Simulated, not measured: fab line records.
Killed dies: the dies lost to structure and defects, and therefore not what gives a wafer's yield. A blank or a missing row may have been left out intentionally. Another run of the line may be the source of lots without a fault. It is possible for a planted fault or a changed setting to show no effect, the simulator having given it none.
Comparing a struck lot with a sound one | flow rit cmos | 19 out of 202 route steps
Sound: wafers L607.3, L607.4, L607.5. The struck wafers were L619.1, L619.5, L619.6. At the end, the cause is stated.
Order at every step that has rows: each side's tool, ch and its chambers, its first start. Under that, the readings that differ: sound wafers | struck wafers | difference of the means | sigmas: that difference in standard deviations of wafers without a fault.
alike: a reading whose means differ by less than 2 such deviations, as well as words and numbers matching on both sides. not compared: withheld readings; readings where some wafer has no value; bounds like >300 that might hide an equal value; numbers whose values overlap and for which the record gives no deviation.
A row with sigmas, a row that says differs or no value, or rows on one side alone: a step with any of these is where the two part. Numbers that have no deviation but don't overlap get no sigmas and don't part them. Lack of a reading on every wafer of one side parts them only where that side has two or more wafers.

first, 4 steps without rows for these wafers: RIT_PSD_SOFTBAKE_02 (time 60 s); RIT_PSD_EXPOSE_03 (exposes mask M10, target cd 40900 nm); RIT_PSD_PEB_04; RIT_PSD_DEVELOP_05 (develop time 50 s).
RIT_PSD_OVL_MEAS_06:
  sound on overlay-02 at day 3 10:37; struck on overlay-01 at day 5 19:41
  alike: PSD_OVL
then, 2 steps without rows for these wafers: RIT_PSD_HARDBAKE_07 (time 60 s); RIT_PSD_IMPLANT_08.
RIT_PSD_STRIP_09: strips in O2, time 180 s.
  sound on plasma asher-02 ch 0,1, day 3 10:59; struck on plasma asher-01 ch 0,1, day 5 20:07
  alike: drypump motor current A
  not compared: rf hours counter h
RIT_PSD_TW_MEAS_10:
  sound on film metro-02 at day 3 11:08; struck on film metro-03 at day 5 20:18
  alike: PSD_TW
then, 3 steps without rows for these wafers: RIT_SDANNEAL_CLEAN_00 (cleans in SC1, time 600 s); RIT_SDANNEAL_CLEAN_01 (cleans in dHF, time 30 s); RIT_SDANNEAL_CLEAN_02 (cleans in SC2, time 600 s).
RIT_SDANNEAL_RTA_03: time 5 s.
  sound on rtp anneal-02 ch 0, day 3 11:35; struck on rtp anneal-02 ch 0, day 5 20:43
  alike: wafer_temp_C_max
RIT_SDANNEAL_RS_MEAS_04: measures by four-point-probe.
  sound on film metro-04 at day 3 11:40; struck on film metro-03 at day 5 20:47
  reading         | sound                | struck            | difference | sigmas
  PSD_RS (ohm/sq) | 115.98 116.40 116.01 | 73.07 72.87 72.44 | -43.34     | -99 or more
RIT_SDANNEAL_RS_MEAS_05: measures by four-point-probe.
  sound on film metro-04 at day 3 11:47; struck on film metro-03 at day 5 20:54
  reading         | sound             | struck            | difference | sigmas
  NSD_RS (ohm/sq) | 84.36 84.33 84.43 | 77.67 77.69 77.56 | -6.73      | -27
RIT_SDANNEAL_RS_MEAS_06: measures by four-point-probe.
  sound on film metro-04 at day 3 11:55; struck on film metro-03 at day 5 21:01
  reading          | sound             | struck            | difference | sigmas
  PLDD_RS (ohm/sq) | 179.0 178.7 178.9 | 142.3 142.4 141.4 | -36.8      | -99 or more
RIT_SDANNEAL_RS_MEAS_07: measures by four-point-probe.
  sound on film metro-04 at day 3 12:02; struck on film metro-03 at day 5 21:08
  reading          | sound             | struck            | difference | sigmas
  NLDD_RS (ohm/sq) | 151.5 151.5 151.5 | 144.1 144.1 143.9 | -7.5       | -15
then, 1 step without rows for these wafers: RIT_SILICIDE_WET_ETCH_00 (etches SiO2 in BOE, target depth 14 nm, time 15 s).
RIT_M1_PROBE_99:
  sound on prober-01 at day 3 19:00; struck on prober-01 at day 6 04:37
  alike: killed at contacts, killed at front end, killed dies, killed open, killed short

## WHERE THEY PART
Earliest at RIT_SDANNEAL_RS_MEAS_04; latest, in this record, at RIT_SDANNEAL_RS_MEAS_07. Later steps at which nothing parts them and some readings are alike: RIT_M1_PROBE_99.

WHY: what the simulator had put in
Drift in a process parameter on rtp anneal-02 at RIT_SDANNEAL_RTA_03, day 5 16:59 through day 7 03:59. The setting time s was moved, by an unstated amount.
